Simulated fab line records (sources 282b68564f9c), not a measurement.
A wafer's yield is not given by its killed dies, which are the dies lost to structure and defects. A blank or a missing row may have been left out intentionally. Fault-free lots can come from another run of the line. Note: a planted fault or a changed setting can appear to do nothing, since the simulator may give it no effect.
A lot that was struck, set against a sound lot + flow rit-cmos + 44 out of 202 route steps
Sound: wafers L432.3, L432.4, L432.6. The struck wafers were L436.3, L436.5, L436.6. The cause is named last.
Each step with rows lists, per side, the tool, then ch with its chambers, then its first start. Under that, the readings that differ: sound wafers + struck wafers + difference of the means + sigmas: that difference in standard deviations of wafers without a fault.
alike: readings whose means differ by less than 2 such deviations, and words and numbers that are the same on both sides. not compared: withheld readings, readings that some wafer has no value for, bounds like >300 that may hide the same value, and numbers for which the record gives no deviation and whose values overlap.
The two part at a step that has a row with sigmas, a row that says differs or no value, or rows on one side only. Numbers that don't overlap but have no deviation are shown without sigmas and don't part them. Lack of a reading on every wafer of one side parts them only where that side has two or more wafers.

first, 2 steps without rows for these wafers: RIT_NLDD_HARDBAKE_07 (time 60 s); RIT_NLDD_IMPLANT_08.
RIT_NLDD_STRIP_09: strips in O2, time 180 s.
  sound on plasma-asher-02 ch 0,1, day 3 03:24; struck on plasma-asher-03 ch 0,1, day 4 01:56
  alike: drypump-motor-current-A, rf-refl-power-W
  not compared: rf-hours-counter-h
RIT_NLDD_TW_MEAS_10:
  struck on film-metro-02, day 4 02:05; sound on film-metro-02, day 3 03:32
  alike: NLDD_TW
then, 6 steps without rows for these wafers: RIT_PLDD_HMDS_00 (prime time 60 s); RIT_PLDD_COAT_01 (resist thk 1000 nm); RIT_PLDD_SOFTBAKE_02 (time 60 s); RIT_PLDD_EXPOSE_03 (exposes mask M8, target cd 40900 nm); RIT_PLDD_PEB_04; RIT_PLDD_DEVELOP_05 (develop time 50 s).
RIT_PLDD_OVL_MEAS_06:
  struck on overlay-01, day 4 02:59; sound on overlay-01, day 3 04:34
  alike: PLDD_OVL
then, 1 step without rows for these wafers: RIT_PLDD_HARDBAKE_07 (time 60 s).
RIT_PLDD_IMPLANT_08:
  sound on implanter-02 ch 0, day 3 04:47; struck on implanter-03 ch 0, day 4 03:31
RIT_PLDD_STRIP_09: strips in O2, time 180 s.
  sound on plasma-asher-04 ch 0,1, day 3 04:57; struck on plasma-asher-04 ch 0,1, day 4 03:41
  alike: drypump-motor-current-A, rf-refl-power-W
  not compared: rf-hours-counter-h
RIT_PLDD_TW_MEAS_10:
  struck on film-metro-03, day 4 03:49; sound on film-metro-03, day 3 05:05
| reading | sound          | struck         | difference | sigmas |
|---------|----------------|----------------|------------|--------|
| PLDD_TW | 2370 2369 2358 | 2751 2754 2738 | +382       | +17    |
then, 4 steps without rows for these wafers: RIT_SPACER_CLEAN_00 (cleans in SC1, time 600 s); RIT_SPACER_CLEAN_01 (cleans in dHF, time 30 s); RIT_SPACER_CLEAN_02 (cleans in SC2, time 600 s); RIT_SPACER_CVD_03 (deposits Si3N4 from SiH2Cl2/NH3, target thk 250 nm, time 3300 s).
RIT_SPACER_THK_MEAS_04:
  struck on film-metro-03, day 4 06:11; sound on film-metro-01, day 3 07:26
  alike: SPACER_NITRIDE_THK
RIT_SPACER_ETCHBACK_05: etches Si3N4 in SF6/CHF3, stops on SiO2, target depth 250 nm, time 240 s.
  sound on rie-diel-02 ch 2,3, day 3 07:28; struck on rie-diel-01 ch 0,1,2, day 4 06:14
  alike: SF6_flow_sccm, drypump-motor-current-A, oes-product-au, throttle-valve-pct
  not compared: rf-hours-counter-h
then, 6 steps without rows for these wafers: RIT_NSD_HMDS_00 (prime time 60 s); RIT_NSD_COAT_01 (resist thk 1000 nm); RIT_NSD_SOFTBAKE_02 (time 60 s); RIT_NSD_EXPOSE_03 (exposes mask M9, target cd 40700 nm); RIT_NSD_PEB_04; RIT_NSD_DEVELOP_05 (develop time 50 s).
RIT_NSD_OVL_MEAS_06:
  struck on overlay-02, day 4 07:14; sound on overlay-01, day 3 08:29
| reading      | sound          | struck      | difference | sigmas |
|--------------|----------------|-------------|------------|--------|
| NSD_OVL (nm) | -0.9 -2.0 -1.9 | 1.9 2.8 1.3 | +3.6       | +2     |
then, 2 steps without rows for these wafers: RIT_NSD_HARDBAKE_07 (time 60 s); RIT_NSD_IMPLANT_08.
RIT_NSD_STRIP_09: strips in O2, time 180 s.
  sound on plasma-asher-04 ch 0,1, day 3 09:06; struck on plasma-asher-01 ch 0,1, day 4 07:37
  alike: drypump-motor-current-A, rf-refl-power-W
  not compared: rf-hours-counter-h
RIT_NSD_TW_MEAS_10:
  struck on film-metro-04, day 4 07:46; sound on film-metro-04, day 3 09:14
  alike: NSD_TW
then, 6 steps without rows for these wafers: RIT_PSD_HMDS_00 (prime time 60 s); RIT_PSD_COAT_01 (resist thk 1000 nm); RIT_PSD_SOFTBAKE_02 (time 60 s); RIT_PSD_EXPOSE_03 (exposes mask M10, target cd 40900 nm); RIT_PSD_PEB_04; RIT_PSD_DEVELOP_05 (develop time 50 s).
RIT_PSD_OVL_MEAS_06:
  struck on overlay-01, day 4 09:05; sound on overlay-01, day 3 10:17
  alike: PSD_OVL
then, 2 steps without rows for these wafers: RIT_PSD_HARDBAKE_07 (time 60 s); RIT_PSD_IMPLANT_08.
RIT_PSD_STRIP_09: strips in O2, time 180 s.
  sound on plasma-asher-04 ch 0,1, day 3 10:40; struck on plasma-asher-01 ch 0,1, day 4 09:34
  alike: drypump-motor-current-A, rf-refl-power-W
  not compared: rf-hours-counter-h
RIT_SDANNEAL_RS_MEAS_06: a four-point-probe measurement.
  struck on film-metro-03, day 4 10:35; sound on film-metro-02, day 3 11:35
| reading          | sound             | struck            | difference | sigmas |
|------------------|-------------------|-------------------|------------|--------|
| PLDD_RS (ohm/sq) | 179.0 178.5 178.6 | 152.7 151.9 152.1 | -26.5      | -60    |
RIT_M1_PROBE_99:
  struck on prober-01, day 4 18:50; sound on prober-01, day 3 19:34
  alike: killed-at-contacts, killed-at-front-end, killed-dies, killed-open, killed-short

== WHERE THEY PART ==
At RIT_PLDD_TW_MEAS_10 first; at RIT_SDANNEAL_RS_MEAS_06 last (within this record only). Later steps at which nothing parts them and some readings are alike: RIT_M1_PROBE_99.

WHY: whatever the simulator had introduced
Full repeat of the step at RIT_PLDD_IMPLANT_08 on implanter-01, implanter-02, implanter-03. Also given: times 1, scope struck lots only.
